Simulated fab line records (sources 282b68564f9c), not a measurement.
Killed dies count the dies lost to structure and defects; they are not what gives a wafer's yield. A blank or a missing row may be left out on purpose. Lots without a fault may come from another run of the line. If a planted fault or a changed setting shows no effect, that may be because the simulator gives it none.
Which tool did it? ; flow rit_cmos ; 13 lots with 39 wafers sampled at 3 steps, on a route of 202 steps

## WHAT THE GAUGES SHOWED, per wafer
RIT_PLDD_OVL_MEAS_06. Usual: PLDD_OVL -1.3 nm, standard deviation 1.4.
lot;measured;on;PLDD_OVL (nm);flag
L943;day 3 05:59;overlay-02;-1.3 -3.3 -1.7;
L944;day 3 11:18;overlay-02;-1.9 -0.7 -1.4;
L945;day 3 18:02;overlay-01;0.5 -0.7 -0.5;
L946;day 3 21:51;overlay-02;-1.3 -2.1 -0.6;
L947;day 4 03:26;overlay-01;-0.2 -1.4 0.4;
L949;day 4 11:52;overlay-01;-0.7 -1.7 -2.2;
L950;day 4 19:57;overlay-01;-2.6 -2.9 -2.8;
L952;day 5 02:54;overlay-02;-2.6 -2.0 -4.3;
L954;day 5 11:14;overlay-02;0.4 -1.4 -1.3;
L955;day 5 14:06;overlay-02;-0.6 -0.3 -2.3;
L957;day 6 02:39;overlay-02;-1.5 -1.3 -1.6;
L958;day 6 05:16;overlay-01;- - -;OFF
L961;day 6 23:22;overlay-02;0.6 1.1 1.2;

RIT_PLDD_TW_MEAS_10. Usual: PLDD_TW 2340, standard deviation 9.9.
lot;measured;on;PLDD_TW;flag
L943;day 3 06:30;film_metro-04;2333 2346 2334;
L944;day 3 11:49;film_metro-04;2336 2349 2339;
L945;day 3 18:33;film_metro-04;2331 2347 2329;
L946;day 3 22:23;film_metro-03;2334 2336 2346;
L947;day 4 03:57;film_metro-02;2320 2332 2337;
L949;day 4 12:22;film_metro-02;2343 2341 2347;
L950;day 4 20:32;film_metro-03;2333 2328 2347;
L952;day 5 03:25;film_metro-03;2348 2326 2338;
L954;day 5 11:44;film_metro-02;2345 2340 2342;
L955;day 5 14:52;film_metro-02;2333 2336 2340;
L957;day 6 03:10;film_metro-04;2363 2362 2351;
L958;day 6 05:46;film_metro-02;30 30 30;OFF
L961;day 6 23:52;film_metro-02;2343 2330 2350;

## EACH LOT AND THE TOOL THAT RAN IT (in order: tool; ch and the chambers of the sampled wafers; start)
lot;RIT_PLDD_EXPOSE_03
L943;iline_stepper-01 ch 0, day 3 05:35
L944;iline_stepper-01 ch 0, day 3 10:55
L945;iline_stepper-02 ch 0, day 3 17:38
L946;iline_stepper-02 ch 0, day 3 21:28
L947;iline_stepper-02 ch 0, day 4 03:02
L949;iline_stepper-02 ch 0, day 4 11:20
L950;iline_stepper-02 ch 0, day 4 19:33
L952;iline_stepper-01 ch 0, day 5 02:32
L954;iline_stepper-02 ch 0, day 5 10:50
L955;iline_stepper-02 ch 0, day 5 13:43
L957;iline_stepper-01 ch 0, day 6 02:15
L958;iline_stepper-02 ch 0, day 6 04:52
L961;iline_stepper-02 ch 0, day 6 22:58
- RIT_PLDD_EXPOSE_03: exposes mask M8, target cd 40900 nm.

## WHAT THE TOOLS THEMSELVES READ (means of the sampled wafers that have a number; where no wafer has one, the mark that the record gives instead)
The record holds no such reading with a usual standard deviation.

## THE ANSWER, worked out from the rows above alone
Rule: a lot counts as off when the mean over its wafers that have a number is more than 3 standard deviations away from the usual mean. Also off: a lot with no number at a reading for which 4 or more lots have one. Where the step has rows for the other lots, those lots are counted as sound. After the gauges, taken in route order, come the tools' own readings; for these a lot's mean is taken, as printed above. At the first step where some lot is off, the reading lying furthest off is the one used; lots without a number count as furthest.
Off: L958, seen at RIT_PLDD_OVL_MEAS_06 (PLDD_OVL). Without a number there: L958.
If a tool, at a process step before that reading, ran all the lots that are off and no sound lot after the first of them, it fits. Not tried: the gauges at RIT_PLDD_OVL_MEAS_06; whatever is off there is also off at RIT_PLDD_TW_MEAS_10, on other tools, and gauge error can't account for it. Of those tried, none fits.

## WHAT THE SIMULATOR PUT IN
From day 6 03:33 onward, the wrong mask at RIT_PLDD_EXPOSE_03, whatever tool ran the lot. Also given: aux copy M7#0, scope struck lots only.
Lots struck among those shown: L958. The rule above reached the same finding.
